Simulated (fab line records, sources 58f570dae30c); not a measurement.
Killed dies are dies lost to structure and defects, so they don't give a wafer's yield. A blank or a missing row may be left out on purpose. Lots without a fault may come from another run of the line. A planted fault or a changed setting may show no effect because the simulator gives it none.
Tool commonality check | flow berkeley_cmos170 | 14 lots, 42 wafers sampled

WHY IT WAS OPENED
At UCB170_CONTACT_THK_MEAS_02 the reading CONTACT_PSG_THK is flagged on 2 of 14 lots. Wafers without a fault read 703 nm, standard deviation 6.7.
Rule: a lot is flagged when every wafer of it that has a number lies more than 4 standard deviations from that mean, or none has a number. The other lots count as sound.

lot  | measured     | on            | CONTACT_PSG_THK (nm), wafer by wafer | flag
L457 | day 7 04:34  | film_metro-03 | 699 706 702                          |
L459 | day 7 04:34  | film_metro-04 | 700 706 699                          |
L456 | day 7 04:47  | film_metro-01 | 699 697 692                          |
L460 | day 7 18:50  | film_metro-03 | 705 699 700                          |
L462 | day 8 04:55  | film_metro-04 | 707 701 699                          |
L461 | day 8 05:35  | film_metro-03 | 698 704 697                          |
L463 | day 8 09:24  | film_metro-04 | 685 690 697                          |
L464 | day 8 09:25  | film_metro-01 | 702 696 702                          |
L466 | day 8 21:28  | film_metro-03 | 704 713 709                          |
L465 | day 8 22:53  | film_metro-04 | 652 657 648                          | FLAGGED
L467 | day 9 14:23  | film_metro-01 | 656 654 662                          | FLAGGED
L471 | day 10 01:40 | film_metro-03 | 698 697 704                          |
L478 | day 11 12:49 | film_metro-04 | 697 703 697                          |
L479 | day 11 17:29 | film_metro-01 | 702 700 701                          |
The numbers of the flagged lots are 655 nm on average: -48 nm against the usual, or -7 standard deviations.

WHICH TOOL RAN EACH LOT
The record holds 2 process steps before the reading, out of a route of 331 steps. In each cell: the tool, then ch and the chambers that the sampled wafers went through, then the start.
lot  | flag    | UCB170_NLDD_STRIP_10                 | UCB170_CONTACT_CVD_01
L457 |         | plasma_asher-01 ch 0,1, day 6 11:55  | lpcvd-02 ch 1, day 7 02:46
L459 |         | plasma_asher-03 ch 0,1, day 6 11:05  | lpcvd-02 ch 1, day 7 02:46
L456 |         | plasma_asher-01 ch 0,1, day 6 15:35  | lpcvd-01 ch 0, day 7 02:59
L460 |         | plasma_asher-01 ch 0,1, day 7 05:14  | lpcvd-01 ch 0, day 7 17:02
L462 |         | plasma_asher-03 ch 0,1, day 7 15:03  | lpcvd-02 ch 1, day 8 03:07
L461 |         | plasma_asher-02 ch 0,1, day 7 15:17  | lpcvd-01 ch 1, day 8 02:55
L463 |         | plasma_asher-02 ch 0,1, day 7 18:41  | lpcvd-02 ch 0, day 8 07:37
L464 |         | plasma_asher-03 ch 0, day 7 20:05    | lpcvd-02 ch 0, day 8 07:37
L466 |         | plasma_asher-02 ch 0,1, day 8 08:19  | lpcvd-01 ch 1, day 8 19:40
L465 | FLAGGED | plasma_asher-01 ch 0,1, day 8 08:04  | lpcvd-02 ch 1, day 8 21:07
L467 | FLAGGED | plasma_asher-03 ch 0,1, day 8 23:46  | lpcvd-02 ch 1, day 9 12:37
L471 |         | plasma_asher-02 ch 0,1, day 9 09:29  | lpcvd-01 ch 1, day 9 23:53
L478 |         | plasma_asher-01 ch 0,1, day 10 23:14 | lpcvd-01 ch 1, day 11 11:01
L479 |         | plasma_asher-01 ch 0,1, day 11 04:35 | lpcvd-01 ch 1, day 11 15:41
What these steps do:
- UCB170_NLDD_STRIP_10: strips in O2.
- UCB170_CONTACT_CVD_01: deposits PSG from SiH4/O2/PH3, target thk 700 nm, time 2820 s.
- UCB170_CONTACT_THK_MEAS_02

FLAGGED OVER TOTAL, TOOL BY TOOL (the gauges that took the reading come last)
step                       | tool            | lots run | flagged | share of the flagged lots | sound lots run after its first flagged lot
UCB170_NLDD_STRIP_10       | plasma_asher-01 | 6        | 1       | some                      | 2 (L478,L479)
UCB170_NLDD_STRIP_10       | plasma_asher-02 | 4        | 0       | none                      | -
UCB170_NLDD_STRIP_10       | plasma_asher-03 | 4        | 1       | some                      | 0
UCB170_CONTACT_CVD_01      | lpcvd-01        | 7        | 0       | none                      | -
UCB170_CONTACT_CVD_01      | lpcvd-02        | 7        | 2       | all                       | 0
UCB170_CONTACT_THK_MEAS_02 | film_metro-01   | 4        | 1       | some                      | 1 (L479)
UCB170_CONTACT_THK_MEAS_02 | film_metro-03   | 5        | 0       | none                      | -
UCB170_CONTACT_THK_MEAS_02 | film_metro-04   | 5        | 1       | some                      | 1 (L478)

WHAT THE TABLE ALLOWS
1 row of the table ran every flagged lot: lpcvd-02 at UCB170_CONTACT_CVD_01.
- lpcvd-02 at UCB170_CONTACT_CVD_01: 2 of its 7 lots flagged. Its last sound lot is L463 (day 8 07:37), its first flagged lot L465 (day 8 21:07): a fault that began between those two fits. Its own readings lie more than 4 standard deviations out on every wafer of the flagged lots: sih4_flow_sccm.
One tool is left: lpcvd-02 at UCB170_CONTACT_CVD_01.

WHAT THE SIMULATOR HAD PUT IN
Process parameter drift: lpcvd-02, from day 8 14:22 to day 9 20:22, at UCB170_CONTACT_CVD_01. Setting sih4_flow_sccm, moved by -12, from 60. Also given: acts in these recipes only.
Lots struck among those shown: L465, L467. The rule above found the same.
